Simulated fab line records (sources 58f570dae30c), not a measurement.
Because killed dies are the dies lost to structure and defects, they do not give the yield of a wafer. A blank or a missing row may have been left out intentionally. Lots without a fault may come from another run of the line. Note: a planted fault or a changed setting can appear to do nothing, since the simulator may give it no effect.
Which tool was responsible? :: flow berkeley-cmos170 :: 42 wafers from 14 lots sampled at 7 of the route's 331 steps

== WHAT THE GAUGES SHOWED, per wafer ==
UCB170_NVT_OVL_MEAS_06. Usual: for NVT_OVL the level is 3 nm and the standard deviation is 5.
lot: L449
measured: day 5 18:15
on: overlay-02
NVT_OVL (nm): 5 8 8
flag: 

lot: L450
measured: day 6 01:02
on: overlay-01
NVT_OVL (nm): 7 5 -1
flag: 

lot: L452
measured: day 6 12:22
on: overlay-02
NVT_OVL (nm): 4 2 6
flag: 

lot: L453
measured: day 6 12:23
on: overlay-01
NVT_OVL (nm): 0 6 2
flag: 

lot: L454
measured: day 6 12:31
on: overlay-02
NVT_OVL (nm): 2 -3 5
flag: 

lot: L456
measured: day 7 03:26
on: overlay-01
NVT_OVL (nm): 4 1 7
flag: 

lot: L457
measured: day 7 13:51
on: overlay-02
NVT_OVL (nm): 13 12 9
flag: 

lot: L458
measured: day 7 14:07
on: overlay-01
NVT_OVL (nm): 2 14 3
flag: 

lot: L460
measured: day 7 23:54
on: overlay-02
NVT_OVL (nm): -2 -1 8
flag: 

lot: L459
measured: day 8 00:02
on: overlay-02
NVT_OVL (nm): 5 5 7
flag: 

lot: L461
measured: day 8 05:02
on: overlay-01
NVT_OVL (nm): 5 2 3
flag: 

lot: L463
measured: day 8 19:17
on: overlay-01
NVT_OVL (nm): -3 6 1
flag: 

lot: L469
measured: day 9 20:56
on: overlay-02
NVT_OVL (nm): 1 4 2
flag: 

lot: L471
measured: day 10 04:09
on: overlay-01
NVT_OVL (nm): 8 -1 -4
flag: 

UCB170_M2_RS_MEAS_02: uses a four-point probe to measure. Usual: for M2_AL_RS the level is 0.0323 ohm/sq and the standard deviation is 0.00033.
lot: L449
measured: day 7 13:44
on: film-metro-04
M2_AL_RS (ohm/sq): 0.0328 0.0330 0.0329
flag: 

lot: L450
measured: day 8 05:32
on: film-metro-04
M2_AL_RS (ohm/sq): 0.0322 0.0325 0.0321
flag: 

lot: L452
measured: day 8 21:52
on: film-metro-04
M2_AL_RS (ohm/sq): 0.0330 0.0332 0.0332
flag: 

lot: L453
measured: day 8 22:10
on: film-metro-04
M2_AL_RS (ohm/sq): 0.0328 0.0324 0.0326
flag: 

lot: L454
measured: day 8 21:34
on: film-metro-01
M2_AL_RS (ohm/sq): 0.0321 0.0321 0.0320
flag: 

lot: L456
measured: day 9 07:31
on: film-metro-03
M2_AL_RS (ohm/sq): 0.0328 0.0324 0.0325
flag: 

lot: L457
measured: day 9 15:56
on: film-metro-03
M2_AL_RS (ohm/sq): 0.0321 0.0322 0.0321
flag: 

lot: L458
measured: day 9 16:15
on: film-metro-03
M2_AL_RS (ohm/sq): 0.0320 0.0322 0.0320
flag: 

lot: L460
measured: day 10 03:20
on: film-metro-03
M2_AL_RS (ohm/sq): 0.0324 0.0323 0.0321
flag: 

lot: L459
measured: day 10 02:54
on: film-metro-04
M2_AL_RS (ohm/sq): 0.0322 0.0322 0.0322
flag: 

lot: L461
measured: day 10 02:42
on: film-metro-03
M2_AL_RS (ohm/sq): 0.0320 0.0322 0.0319
flag: 

lot: L463
measured: day 10 20:32
on: film-metro-01
M2_AL_RS (ohm/sq): 0.0160 0.0160 0.0160
flag: OFF

lot: L469
measured: day 11 22:13
on: film-metro-04
M2_AL_RS (ohm/sq): 0.0159 0.0158 0.0159
flag: OFF

lot: L471
measured: day 12 00:05
on: film-metro-04
M2_AL_RS (ohm/sq): 0.0320 0.0320 0.0320
flag: 

UCB170_M2_THK_MEAS_03: measures by xrf. Usual: for M2_AL_THK the level is 903 nm and the standard deviation is 10.
lot: L449
measured: day 7 13:50
on: film-metro-04
M2_AL_THK (nm): 883 888 881
flag: 

lot: L450
measured: day 8 05:38
on: film-metro-04
M2_AL_THK (nm): 907 902 907
flag: 

lot: L452
measured: day 8 21:59
on: film-metro-04
M2_AL_THK (nm): 893 887 878
flag: 

lot: L453
measured: day 8 22:16
on: film-metro-04
M2_AL_THK (nm): 882 905 896
flag: 

lot: L454
measured: day 8 21:41
on: film-metro-01
M2_AL_THK (nm): 913 918 914
flag: 

lot: L456
measured: day 9 07:38
on: film-metro-03
M2_AL_THK (nm): 883 892 892
flag: 

lot: L457
measured: day 9 16:02
on: film-metro-03
M2_AL_THK (nm): 900 896 902
flag: 

lot: L458
measured: day 9 16:22
on: film-metro-03
M2_AL_THK (nm): 905 901 904
flag: 

lot: L460
measured: day 10 03:26
on: film-metro-03
M2_AL_THK (nm): 900 903 905
flag: 

lot: L459
measured: day 10 03:00
on: film-metro-04
M2_AL_THK (nm): 911 908 913
flag: 

lot: L461
measured: day 10 02:47
on: film-metro-03
M2_AL_THK (nm): 905 899 911
flag: 

lot: L463
measured: day 10 20:38
on: film-metro-01
M2_AL_THK (nm): 1810 1806 1819
flag: OFF

lot: L469
measured: day 11 22:19
on: film-metro-04
M2_AL_THK (nm): 1823 1843 1821
flag: OFF

lot: L471
measured: day 12 00:12
on: film-metro-04
M2_AL_THK (nm): 910 906 905
flag: 

UCB170_V2_OVL_MEAS_13. Usual: for V2_OVL the level is 0 nm and the standard deviation is 5.4.
lot: L449
measured: day 7 19:44
on: overlay-01
V2_OVL (nm): 14 7 0
flag: 

lot: L450
measured: day 8 11:23
on: overlay-02
V2_OVL (nm): 9 1 6
flag: 

lot: L452
measured: day 9 05:48
on: overlay-01
V2_OVL (nm): -5 5 2
flag: 

lot: L453
measured: day 9 06:18
on: overlay-02
V2_OVL (nm): 8 -3 5
flag: 

lot: L454
measured: day 9 02:53
on: overlay-02
V2_OVL (nm): -4 0 -1
flag: 

lot: L456
measured: day 9 12:53
on: overlay-01
V2_OVL (nm): -7 -10 -7
flag: 

lot: L457
measured: day 9 20:59
on: overlay-01
V2_OVL (nm): -9 -6 -13
flag: 

lot: L458
measured: day 9 21:13
on: overlay-01
V2_OVL (nm): 8 2 7
flag: 

lot: L460
measured: day 10 10:54
on: overlay-01
V2_OVL (nm): -3 3 -6
flag: 

lot: L459
measured: day 10 10:37
on: overlay-02
V2_OVL (nm): -5 0 -5
flag: 

lot: L461
measured: day 10 07:39
on: overlay-01
V2_OVL (nm): 1 -1 1
flag: 

lot: L471
measured: day 12 05:00
on: overlay-01
V2_OVL (nm): 7 -1 2
flag: 

== EACH LOT AND THE TOOL THAT RAN IT (in order: tool; ch and the chambers of the sampled wafers; start) ==
lot: L449
UCB170_SDANNEAL_RTA_00: rtp-anneal-02 ch 0, day 6 21:32
UCB170_M2_SPUTTER_01: pvd-sputter-02, day 7 13:38
UCB170_M2_METAL_ETCH_18: rie-metal-03 ch 0,1, day 7 16:43

lot: L450
UCB170_SDANNEAL_RTA_00: rtp-anneal-02 ch 0, day 7 10:53
UCB170_M2_SPUTTER_01: pvd-sputter-02, day 8 05:26
UCB170_M2_METAL_ETCH_18: rie-metal-02 ch 0,1, day 8 08:28

lot: L452
UCB170_SDANNEAL_RTA_00: rtp-anneal-02 ch 0, day 8 04:16
UCB170_M2_SPUTTER_01: pvd-sputter-02, day 8 21:47
UCB170_M2_METAL_ETCH_18: rie-metal-04 ch 1, day 9 00:46

lot: L453
UCB170_SDANNEAL_RTA_00: rtp-anneal-01 ch 0, day 8 04:30
UCB170_M2_SPUTTER_01: pvd-sputter-03, day 8 22:01
UCB170_M2_METAL_ETCH_18: rie-metal-02 ch 0,1, day 9 01:04

lot: L454
UCB170_SDANNEAL_RTA_00: rtp-anneal-02 ch 0, day 8 04:29
UCB170_M2_SPUTTER_01: pvd-sputter-01, day 8 21:28
UCB170_M2_METAL_ETCH_18: rie-metal-03 ch 0,1, day 9 00:31

lot: L456
UCB170_SDANNEAL_RTA_00: rtp-anneal-01 ch 0, day 8 11:36
UCB170_M2_SPUTTER_01: pvd-sputter-01, day 9 07:26
UCB170_M2_METAL_ETCH_18: rie-metal-02 ch 0, day 9 10:14

lot: L457
UCB170_SDANNEAL_RTA_00: rtp-anneal-01 ch 0, day 8 20:53
UCB170_M2_SPUTTER_01: pvd-sputter-01, day 9 15:49
UCB170_M2_METAL_ETCH_18: rie-metal-03 ch 0,1, day 9 18:11

lot: L458
UCB170_SDANNEAL_RTA_00: rtp-anneal-02 ch 0, day 8 20:29
UCB170_M2_SPUTTER_01: pvd-sputter-03, day 9 16:10
UCB170_M2_METAL_ETCH_18: rie-metal-04 ch 1, day 9 18:29

lot: L460
UCB170_SDANNEAL_RTA_00: rtp-anneal-01 ch 0, day 9 11:06
UCB170_M2_SPUTTER_01: pvd-sputter-01, day 10 03:07
UCB170_M2_METAL_ETCH_18: rie-metal-02 ch 0,1, day 10 06:04

lot: L459
UCB170_SDANNEAL_RTA_00: rtp-anneal-02 ch 0, day 9 10:54
UCB170_M2_SPUTTER_01: pvd-sputter-03, day 10 02:46
UCB170_M2_METAL_ETCH_18: rie-metal-04 ch 0,1, day 10 05:46

lot: L461
UCB170_SDANNEAL_RTA_00: rtp-anneal-02 ch 0, day 9 10:17
UCB170_M2_SPUTTER_01: pvd-sputter-01, day 10 02:33
UCB170_M2_METAL_ETCH_18: rie-metal-02 ch 0,1, day 10 05:13

lot: L463
UCB170_SDANNEAL_RTA_00: rtp-anneal-02 ch 0, day 10 03:14
UCB170_M2_SPUTTER_01: pvd-sputter-01, day 10 20:09
UCB170_M2_METAL_ETCH_18: rie-metal-02 ch 0,1, day 10 23:28

lot: L469
UCB170_SDANNEAL_RTA_00: rtp-anneal-02 ch 0, day 11 01:40
UCB170_M2_SPUTTER_01: pvd-sputter-01, day 11 21:45
UCB170_M2_METAL_ETCH_18: rie-metal-03 ch 0,1, day 12 01:01

lot: L471
UCB170_SDANNEAL_RTA_00: rtp-anneal-02 ch 0, day 11 10:26
UCB170_M2_SPUTTER_01: pvd-sputter-02, day 12 00:00
UCB170_M2_METAL_ETCH_18: rie-metal-04 ch 0,1, day 12 02:38
- UCB170_SDANNEAL_RTA_00: time 10.15 s.
- UCB170_M2_SPUTTER_01: material Al, target thk 900 nm, time 120 s.
- UCB170_M2_METAL_ETCH_18: etches Al in Cl2/BCl3, stops on SiO2, target depth 1170 nm, time 195 s.

== WHAT THE TOOLS THEMSELVES READ (means of the sampled wafers that have a number; where no wafer has one, the mark that the record gives instead) ==
UCB170_SDANNEAL_RTA_00. Usual: chamber-o2-ppm 2.000, standard deviation 0.026; lamp-power-pct 23.4 %, standard deviation 1.5; wafer_temp_C_max 904.5, standard deviation 1.5.
lot: L449
tool: rtp-anneal-02
chamber-o2-ppm: 1.997
lamp-power-pct (%): 22.2
wafer_temp_C_max: 905.3
flag: 

lot: L450
tool: rtp-anneal-02
chamber-o2-ppm: 1.965
lamp-power-pct (%): 22.2
wafer_temp_C_max: 904.8
flag: 

lot: L452
tool: rtp-anneal-02
chamber-o2-ppm: 1.988
lamp-power-pct (%): 22.2
wafer_temp_C_max: 906.1
flag: 

lot: L453
tool: rtp-anneal-01
chamber-o2-ppm: 2.004
lamp-power-pct (%): 25.1
wafer_temp_C_max: 903.6
flag: 

lot: L454
tool: rtp-anneal-02
chamber-o2-ppm: 2.012
lamp-power-pct (%): 22.2
wafer_temp_C_max: 905.8
flag: 

lot: L456
tool: rtp-anneal-01
chamber-o2-ppm: 2.042
lamp-power-pct (%): 25.2
wafer_temp_C_max: 902.8
flag: 

lot: L457
tool: rtp-anneal-01
chamber-o2-ppm: 1.985
lamp-power-pct (%): 25.1
wafer_temp_C_max: 903.5
flag: 

lot: L458
tool: rtp-anneal-02
chamber-o2-ppm: 1.985
lamp-power-pct (%): 22.2
wafer_temp_C_max: 905.8
flag: 

lot: L460
tool: rtp-anneal-01
chamber-o2-ppm: 1.977
lamp-power-pct (%): 25.2
wafer_temp_C_max: 902.3
flag: 

lot: L459
tool: rtp-anneal-02
chamber-o2-ppm: 2.029
lamp-power-pct (%): 22.2
wafer_temp_C_max: 905.5
flag: 

lot: L461
tool: rtp-anneal-02
chamber-o2-ppm: 2.023
lamp-power-pct (%): 22.2
wafer_temp_C_max: 905.0
flag: 

lot: L463
tool: rtp-anneal-02
chamber-o2-ppm: 1.978
lamp-power-pct (%): 22.2
wafer_temp_C_max: 904.1
flag: 

lot: L469
tool: rtp-anneal-02
chamber-o2-ppm: 1.989
lamp-power-pct (%): 22.2
wafer_temp_C_max: 904.6
flag: 

lot: L471
tool: rtp-anneal-02
chamber-o2-ppm: 2.005
lamp-power-pct (%): 22.2
wafer_temp_C_max: 905.5
flag: 

UCB170_M2_SPUTTER_01. Usual: throttle-valve-pct 30.2 %, standard deviation 0.57.
lot: L449
tool: pvd-sputter-02
throttle-valve-pct (%): 30.5
flag: 

lot: L450
tool: pvd-sputter-02
throttle-valve-pct (%): 30.6
flag: 

lot: L452
tool: pvd-sputter-02
throttle-valve-pct (%): 31.0
flag: 

lot: L453
tool: pvd-sputter-03
throttle-valve-pct (%): 30.3
flag: 

lot: L454
tool: pvd-sputter-01
throttle-valve-pct (%): 30.1
flag: 

lot: L456
tool: pvd-sputter-01
throttle-valve-pct (%): 30.3
flag: 

lot: L457
tool: pvd-sputter-01
throttle-valve-pct (%): 29.9
flag: 

lot: L458
tool: pvd-sputter-03
throttle-valve-pct (%): 30.2
flag: 

lot: L460
tool: pvd-sputter-01
throttle-valve-pct (%): 30.2
flag: 

lot: L459
tool: pvd-sputter-03
throttle-valve-pct (%): 30.3
flag: 

lot: L461
tool: pvd-sputter-01
throttle-valve-pct (%): 29.9
flag: 

lot: L463
tool: pvd-sputter-01
throttle-valve-pct (%): 30.1
flag: 

lot: L469
tool: pvd-sputter-01
throttle-valve-pct (%): 30.3
flag: 

lot: L471
tool: pvd-sputter-02
throttle-valve-pct (%): 30.6
flag: 

UCB170_M2_METAL_ETCH_18. Usual: drypump-motor-current-A 5.39 A, standard deviation 0.21; oes-product-au 0.858 a.u., standard deviation 0.014; throttle-valve-pct 24.37 %, standard deviation 0.083.
lot: L449
tool: rie-metal-03
drypump-motor-current-A (A): 5.44
oes-product-au (a.u.): 0.844
throttle-valve-pct (%): 24.37
flag: 

lot: L450
tool: rie-metal-02
drypump-motor-current-A (A): 5.35
oes-product-au (a.u.): 0.866
throttle-valve-pct (%): 24.39
flag: 

lot: L452
tool: rie-metal-04
drypump-motor-current-A (A): 5.74
oes-product-au (a.u.): 0.875
throttle-valve-pct (%): 24.29
flag: 

lot: L453
tool: rie-metal-02
drypump-motor-current-A (A): 5.23
oes-product-au (a.u.): 0.858
throttle-valve-pct (%): 24.35
flag: 

lot: L454
tool: rie-metal-03
drypump-motor-current-A (A): 5.44
oes-product-au (a.u.): 0.849
throttle-valve-pct (%): 24.43
flag: 

lot: L456
tool: rie-metal-02
drypump-motor-current-A (A): 5.09
oes-product-au (a.u.): 0.859
throttle-valve-pct (%): 24.30
flag: 

lot: L457
tool: rie-metal-03
drypump-motor-current-A (A): 5.47
oes-product-au (a.u.): 0.849
throttle-valve-pct (%): 24.43
flag: 

lot: L458
tool: rie-metal-04
drypump-motor-current-A (A): 5.74
oes-product-au (a.u.): 0.888
throttle-valve-pct (%): 24.29
flag: 

lot: L460
tool: rie-metal-02
drypump-motor-current-A (A): 5.33
oes-product-au (a.u.): 0.857
throttle-valve-pct (%): 24.40
flag: 

lot: L459
tool: rie-metal-04
drypump-motor-current-A (A): 5.55
oes-product-au (a.u.): 0.875
throttle-valve-pct (%): 24.33
flag: 

lot: L461
tool: rie-metal-02
drypump-motor-current-A (A): 5.34
oes-product-au (a.u.): 0.863
throttle-valve-pct (%): 24.39
flag: 

lot: L463
tool: rie-metal-02
drypump-motor-current-A (A): 5.34
oes-product-au (a.u.): 1.018
throttle-valve-pct (%): 24.32
flag: OFF

lot: L469
tool: rie-metal-03
drypump-motor-current-A (A): 5.45
oes-product-au (a.u.): 0.989
throttle-valve-pct (%): 24.36
flag: OFF

lot: L471
tool: rie-metal-04
drypump-motor-current-A (A): 5.57
oes-product-au (a.u.): 0.856
throttle-valve-pct (%): 24.34
flag: 

== THE ANSWER, worked out from the rows above alone ==
Rule: a lot counts as off when the mean over its wafers that have a number is more than 3 standard deviations away from the usual mean. A lot without any number at a reading at which 4 lots or more have one is off too. Any other lot the step has rows for is counted as sound. After the gauges, taken in route order, come the tools' own readings; for these a lot's mean is taken, as printed above. At the first step where some lot is off, the reading lying furthest off is the one used; lots without a number count as furthest.
Off: L463, L469, seen at UCB170_M2_RS_MEAS_02 (M2_AL_RS).
If a tool, at a process step before that reading, ran all the lots that are off and no sound lot after the first of them, it fits. The gauges at UCB170_M2_RS_MEAS_02 aren't tried: what is off there is off at UCB170_M2_METAL_ETCH_18 too, on other tools, and a gauge's error can't cause that. One candidate fits, namely pvd-sputter-01 at UCB170_M2_SPUTTER_01. A fault onset in the window from L460 (day 10 03:07, its last sound lot) to L463 (day 10 20:09, its first lot off) fits.

== WHAT WAS PUT IN BY THE SIMULATOR ==
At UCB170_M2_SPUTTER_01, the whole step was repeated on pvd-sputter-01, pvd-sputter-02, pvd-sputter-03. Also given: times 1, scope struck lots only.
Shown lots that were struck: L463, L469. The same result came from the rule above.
